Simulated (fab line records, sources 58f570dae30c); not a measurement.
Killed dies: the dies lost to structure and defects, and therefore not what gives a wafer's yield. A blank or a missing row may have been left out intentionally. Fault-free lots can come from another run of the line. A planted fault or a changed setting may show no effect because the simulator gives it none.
Struck lot and sound lot, side by side || flow berkeley_cmos170 || 15 out of 331 route steps
Sound: wafers L656.1, L656.2, L656.3. Wafers L653.2, L653.4, L653.6 were the ones struck. The cause is given at the end.
Order at every step that has rows: each side's tool, ch and its chambers, its first start. Under that, the readings that differ: sound wafers || struck wafers || difference of the means || sigmas: that difference in standard deviations of wafers without a fault.
alike: same words and numbers on both sides, and readings whose means sit less than 2 such deviations apart. not compared: any withheld reading, any reading some wafer has no value for, any bound like >300 that may hide the same value, and any number with overlapping values for which the record gives no deviation.
A row with sigmas, a row that says differs or no value, or rows on one side alone: a step with any of these is where the two part. When numbers do not overlap yet have no deviation, they are printed without sigmas and do not part them. A reading missing from all wafers of one side parts the sides only when that side holds two or more wafers.

first, 2 steps without rows for these wafers: UCB170_ZERO_PEB_04; UCB170_ZERO_DEVELOP_05 (develop time 45 s).
UCB170_ZERO_ETCH_06: etches SiO2 in CHF3/CF4/Ar, time 12 s.
  sound on rie_diel-03 ch 0,1,2, day 4 05:41; struck on rie_diel-04 ch 0,2,3, day 3 18:36
  alike: drypump_motor_current_A, oes_product_au, throttle_valve_pct
  not compared: rf_hours_counter_h
UCB170_ZERO_STRIP_07: strips in O2.
  sound on plasma_asher-01 ch 0,1, day 4 05:43; struck on plasma_asher-03 ch 0,1, day 3 18:38
  alike: drypump_motor_current_A, oes_product_au, strip_time_to_endpoint_s
  not compared: rf_hours_counter_h
then, 2 steps without rows for these wafers: UCB170_NWELL_WET_ETCH_00 (etches SiO2 in dHF, time 200 s); UCB170_NWELL_OXIDATION_01 (target thk 26.4 nm, ox time 1260 s).
UCB170_NWELL_THK_MEAS_02:
  sound on film_metro-02, day 4 07:50; struck on film_metro-01, day 3 23:08
  alike: NWELL_OXIDE_THK
then, 2 steps without rows for these wafers: UCB170_NWELL_ANNEAL_03 (time 900 s); UCB170_NWELL_CVD_04 (deposits Si3N4 from SiH2Cl2/NH3, target thk 224 nm, time 3360 s).
UCB170_NWELL_THK_MEAS_05:
  sound on film_metro-01, day 4 13:50; struck on film_metro-03, day 4 03:40
  alike: NWELL_NITRIDE_THK
then, 2 steps without rows for these wafers: UCB170_NWELL_HMDS_06 (prime time 60 s); UCB170_NWELL_COAT_07 (resist thk 900 nm).
UCB170_NWELL_SOFTBAKE_08: time 60 s.
  sound on litho_track-04 ch 0, day 4 14:12; struck on litho_track-03 ch 0, day 4 04:02
{"reading": "run_length_s (s)", "sound": "89.04 89.06 89.03", "struck": "107.11 106.86 106.99", "difference": "+17.94", "sigmas": "+99 or more"}
  alike: plate_temp_C
then, 1 step without rows for these wafers: UCB170_NWELL_EXPOSE_09 (exposes mask NWELL, target cd 3000 nm).
-- the record jumps here: 6 days lie between the struck wafers' starts before and after (it left off in module NWELL and takes up again in module M3, whose first step shown is number 331 of the route) --
UCB170_M3_PROBE_99:
  only the struck wafers here have rows in the record (prober-02, day 10 00:43); the sound ones have none

## WHERE THEY PART
First at UCB170_NWELL_SOFTBAKE_08; last, within this record, at UCB170_M3_PROBE_99.

WHY: what the simulator had put in
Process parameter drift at UCB170_NWELL_SOFTBAKE_08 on litho_track-03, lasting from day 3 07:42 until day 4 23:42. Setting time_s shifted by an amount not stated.
